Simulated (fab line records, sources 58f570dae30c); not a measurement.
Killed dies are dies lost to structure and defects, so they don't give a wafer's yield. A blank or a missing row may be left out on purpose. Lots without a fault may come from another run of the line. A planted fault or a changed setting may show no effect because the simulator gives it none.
Chamber matching | flow berkeley_cmos170 | UCB170_V2_CMP_02 on cmp-02: 4 sister chambers
The step polishes SiO2. 14 wafers are shown with their chamber, then 7 later ones without.

WAFERS WITH THEIR CHAMBER
wafer  | chamber | motor_current_A (A)
L119.4 | 2       | 15.8
L119.5 | 1       | 16.7
L119.6 | 2       | 15.4
L120.2 | 1       | 17.7
L120.3 | 2       | 14.3
L120.4 | 0       | 14.4
L131.3 | 2       | 14.5
L131.5 | 3       | 15.5
L131.6 | 2       | 13.9
L133.3 | 1       | 17.9
L133.5 | 2       | 14.5
L133.6 | 1       | 17.9
L136.2 | 2       | 14.5
L136.3 | 3       | 15.4

SIGNATURES (means of the wafers above)
reading         | chamber 0 | chamber 1 | chamber 2 | chamber 3 | scatter within a chamber
motor_current_A | 14.400    | 17.550    | 14.700    | 15.450    | 0.601
Rule: a wafer's distance from a chamber is the root of the sum, over the readings, of the square of ((its reading less the chamber's mean) divided by the reading's scatter). The wafer belongs to the nearest chamber; if the next one is less than 2 further off, it can't be placed. The scatter: the root of (the sum of the squares of (reading less its chamber's mean) over the shown wafers, divided by (wafers less chambers)).

WAFERS WITHOUT THEIR CHAMBER
wafer  | motor_current_A (A)
L136.6 | 17.7
L135.2 | 14.5
L135.4 | 15.3
L135.5 | 17.1
L138.2 | 14.7
L138.5 | 18.5
L138.6 | 13.9

WHICH CHAMBER EACH WENT THROUGH
wafer  | from the rows above          | in truth
L136.6 | 1                            | 1
L135.2 | can't be placed: 0 or 2 or 3 | 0
L135.4 | can't be placed: 3 or 2 or 0 | 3
L135.5 | can't be placed: 1 or 3      | 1
L138.2 | can't be placed: 2 or 0 or 3 | 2
L138.5 | 1                            | 1
L138.6 | can't be placed: 0 or 2 or 3 | 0
Placed correctly: 2 of 7. Can't be placed from these rows: 5 (the true chamber is among the candidates in 5). Placed wrongly: 0.
